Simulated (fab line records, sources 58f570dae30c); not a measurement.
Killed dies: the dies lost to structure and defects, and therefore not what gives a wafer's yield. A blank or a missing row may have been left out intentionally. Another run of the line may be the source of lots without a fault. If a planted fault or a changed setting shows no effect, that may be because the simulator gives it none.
Which tool did it?	flow berkeley-cmos170	13 lots with 39 wafers sampled at 3 steps, on a route of 331 steps

WHAT THE GAUGES SHOWED, per wafer
UCB170_GATE_CD_MEAS_12: target cd 350 nm. Usual: cd-nm 350.2 nm, standard deviation 1.3.
lot	measured	on	cd-nm (nm)	flag
L902	day 6 16:27	cd-sem-01	350.0 349.9 349.1	
L903	day 6 16:43	cd-sem-01	351.9 350.6 351.5	
L909	day 7 17:40	cd-sem-02	351.3 351.1 351.0	
L907	day 7 17:53	cd-sem-02	349.8 350.0 349.3	
L908	day 7 18:11	cd-sem-02	350.1 350.4 350.9	
L910	day 8 01:45	cd-sem-02	349.1 349.1 349.8	
L915	day 8 14:33	cd-sem-02	351.2 351.2 351.9	
L912	day 8 14:53	cd-sem-02	352.0 351.1 351.8	
L913	day 8 15:37	cd-sem-02	350.1 350.9 349.8	
L918	day 9 14:20	cd-sem-01	350.4 350.1 349.7	
L923	day 10 05:49	cd-sem-02	349.9 349.4 349.7	
L924	day 10 18:41	cd-sem-02	350.7 351.6 351.6	
L925	day 10 21:46	cd-sem-02	350.0 350.8 351.5	

UCB170_NLDD_CD_MEAS_06: target cd 1200 nm. Usual: cd-nm 1199.8 nm, standard deviation 1.6.
lot	measured	on	cd-nm (nm)	flag
L902	day 6 21:30	cd-sem-02	1197.9 1200.1 1197.7	
L903	day 6 22:08	cd-sem-01	1201.8 1203.4 1200.5	
L909	day 7 21:23	cd-sem-02	1200.9 1199.5 1200.5	
L907	day 7 21:27	cd-sem-01	1195.9 1195.9 1196.9	
L908	day 7 21:49	cd-sem-01	1200.6 1201.4 1202.2	
L910	day 8 05:53	cd-sem-01	1200.7 1200.6 1200.4	
L915	day 8 19:02	cd-sem-01	1201.3 1200.1 1200.4	
L912	day 8 19:55	cd-sem-01	1199.5 1198.8 1200.2	
L913	day 8 20:31	cd-sem-02	960.0 960.6 960.6 959.9 960.7 960.3	OFF
L918	day 9 21:27	cd-sem-01	1200.0 1200.9 1201.2	
L923	day 10 09:49	cd-sem-02	1200.3 1198.1 1199.3	
L924	day 10 23:31	cd-sem-02	1200.4 1198.8 1199.8	
L925	day 11 02:20	cd-sem-01	1200.3 1199.4 1200.1	

EACH LOT AND THE TOOL THAT RAN IT (in order: tool; ch and the chambers of the sampled wafers; start)
lot	UCB170_NLDD_EXPOSE_03
L902	krf-scanner-02 ch 0, day 6 21:07
L903	krf-scanner-01 ch 0, day 6 21:44
L909	krf-scanner-02 ch 0, day 7 20:40
L907	krf-scanner-01 ch 0, day 7 20:53
L908	krf-scanner-02 ch 0, day 7 21:25
L910	krf-scanner-01 ch 0, day 8 05:17
L915	krf-scanner-01 ch 0, day 8 18:38
L912	krf-scanner-02 ch 0, day 8 19:31
L913	krf-scanner-01 ch 0, day 8 19:58
L918	krf-scanner-02 ch 0, day 9 20:27
L923	krf-scanner-01 ch 0, day 10 09:26
L924	krf-scanner-02 ch 0, day 10 22:35
L925	krf-scanner-02 ch 0, day 11 01:26
- UCB170_NLDD_EXPOSE_03: exposes mask NSELECT, target cd 1200 nm.

WHAT THE TOOLS THEMSELVES READ (means of the sampled wafers that have a number; where no wafer has one, the mark that the record gives instead)
The record holds no such reading with a usual standard deviation.

THE ANSWER, worked out from the rows above alone
Rule: a lot is off if the mean of its wafers that have a number lies more than 3 standard deviations from the usual mean. Also off: a lot with no number at a reading for which 4 or more lots have one. All remaining lots with rows at the step are treated as sound. The gauges are gone through in route order, then the tools' own readings, and for those a lot's mean is taken as printed above. The first step at which some lot is off is used, and at that step the reading that is off furthest; a lot without a number counts as furthest.
Off: L913 (UCB170_NLDD_CD_MEAS_06, cd-nm).
If a tool, at a process step before that reading, ran all the lots that are off and no sound lot after the first of them, it fits. Gauges at UCB170_NLDD_CD_MEAS_06: tried the same way as those tools. None of those tried fits.

WHAT WAS PUT IN BY THE SIMULATOR
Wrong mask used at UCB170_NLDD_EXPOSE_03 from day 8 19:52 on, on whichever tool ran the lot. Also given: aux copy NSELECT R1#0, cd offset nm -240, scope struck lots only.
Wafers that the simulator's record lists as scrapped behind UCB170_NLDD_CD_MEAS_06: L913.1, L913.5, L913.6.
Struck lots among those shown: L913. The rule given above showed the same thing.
